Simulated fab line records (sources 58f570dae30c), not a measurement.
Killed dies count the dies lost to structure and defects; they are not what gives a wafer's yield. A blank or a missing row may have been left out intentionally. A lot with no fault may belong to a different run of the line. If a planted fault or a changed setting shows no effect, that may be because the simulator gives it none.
Split-lot trial | flow berkeleyCmos170 | 23 wafers read from 5 lots, route of 331 steps

SPLIT DETAILS
At UCB170_NVT_IMPLANT_07, the setting energyKev was moved away from the recipe's 50 on 7 of the 23 wafers read, by -3.9% to -2.7%. All remaining wafers had this setting at the recipe value.

Reading taken at the split's own step.

THE READING
implant.drpNm (the simulator's own value, which no gauge read), in nm, at UCB170_NVT_IMPLANT_07. No usual value for it is given in the file.

wafer  | tool, chamber at the split | energyKev as run | against the recipe | implant.drpNm, nm | against lot-mates on the recipe
L076.2 | implanter-04, 0            | 50               | recipe             | 18.57             | -
L076.3 | implanter-04, 0            | 50               | recipe             | 18.57             | -
L076.4 | implanter-04, 0            | 50               | recipe             | 18.57             | -
L081.1 | implanter-01, 0            | 50               | recipe             | 18.57             | -
L081.2 | implanter-01, 0            | 50               | recipe             | 18.57             | -
L081.6 | implanter-01, 0            | 50               | recipe             | 18.57             | -
L081.3 | implanter-01, 0            | 48.63            | -2.7%              | 18.2              | -0.37
L081.5 | implanter-01, 0            | 48.63            | -2.7%              | 18.2              | -0.37
L083.1 | implanter-04, 0            | 50               | recipe             | 18.57             | -
L083.6 | implanter-04, 0            | 50               | recipe             | 18.57             | -
L083.2 | implanter-04, 0            | 48.04            | -3.9%              | 18.04             | -0.53
L083.3 | implanter-04, 0            | 48.04            | -3.9%              | 18.04             | -0.53
L083.4 | implanter-04, 0            | 48.04            | -3.9%              | 18.04             | -0.53
L084.1 | implanter-01, 0            | 50               | recipe             | 18.57             | -
L084.2 | implanter-01, 0            | 50               | recipe             | 18.57             | -
L084.4 | implanter-01, 0            | 50               | recipe             | 18.57             | -
L084.5 | implanter-01, 0            | 50               | recipe             | 18.57             | -
L084.6 | implanter-01, 0            | 50               | recipe             | 18.57             | -
L082.1 | implanter-01, 0            | 50               | recipe             | 18.57             | -
L082.3 | implanter-01, 0            | 50               | recipe             | 18.57             | -
L082.4 | implanter-01, 0            | 50               | recipe             | 18.57             | -
L082.2 | implanter-01, 0            | 48.24            | -3.5%              | 18.1              | -0.47
L082.5 | implanter-01, 0            | 48.24            | -3.5%              | 18.1              | -0.47

FIT RESULTS
A straight line over all 23 wafers: implant.drpNm changes by +0.135 nm for each +1% of energyKev; r = +1.00; the points scatter about the line by 0.0015 nm.
The same after taking each lot's own level away (the mean of its wafers on the recipe; 23 wafers): +0.135 nm for each +1%; r = +1.00; scatter 0.0015 nm.
According to that fit, moving energyKev by its largest amount changes the reading by 0.53 nm.
The lots' own levels span 18.570 to 18.570 nm.
The two slopes are in agreement: the lot-to-lot level therefore moves the slope only a little.
Check: with one of the wafers moved furthest among these (-3.9%) left out of the fit, the line predicts -0.528 nm for it against its lot-mates. It came out at -0.53 nm against them.

OTHER SPLITS ON THESE WAFERS
These wafers also went through other splits before the reading. Each is held against what the fit with the lots' levels taken away leaves over:
other split on the same wafers     | wafers away from the commonest value | r with implant.drpNm (lot level and that fit taken away)
UCB170_NWELL_OXIDATION_01 oxTimeS  | 10                                   | -0.42
UCB170_PWELL_IMPLANT_15 doseCm2    | 7                                    | -0.46
UCB170_ACTIVE_PEB_11 pebTempC      | 12                                   | -0.28
UCB170_ACTIVE_ETCH_15 overEtchFrac | 9                                    | +0.06
UCB170_PFIELD_COAT_01 resistThkNm  | 6                                    | -0.33
UCB170_PFIELD_SOFTBAKE_02 tempC    | 7                                    | +0.03

THE WHOLE CHAIN: every reading that the file lists as answering this split, in the file's order
step                  | what it does | reading                                                        | change (the file's fit)               | r (the file's)
UCB170_NVT_IMPLANT_07 |              | implant.rpNm (the simulator's own value, which no gauge read)  | +0.374 nm for each +1% of the setting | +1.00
UCB170_NVT_IMPLANT_07 |              | implant.drpNm (the simulator's own value, which no gauge read) | +0.134 nm for each +1% of the setting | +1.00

FILE'S OWN FIT
implant.drpNm changes by +0.134 nm for each +1% of energyKev, r = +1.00.
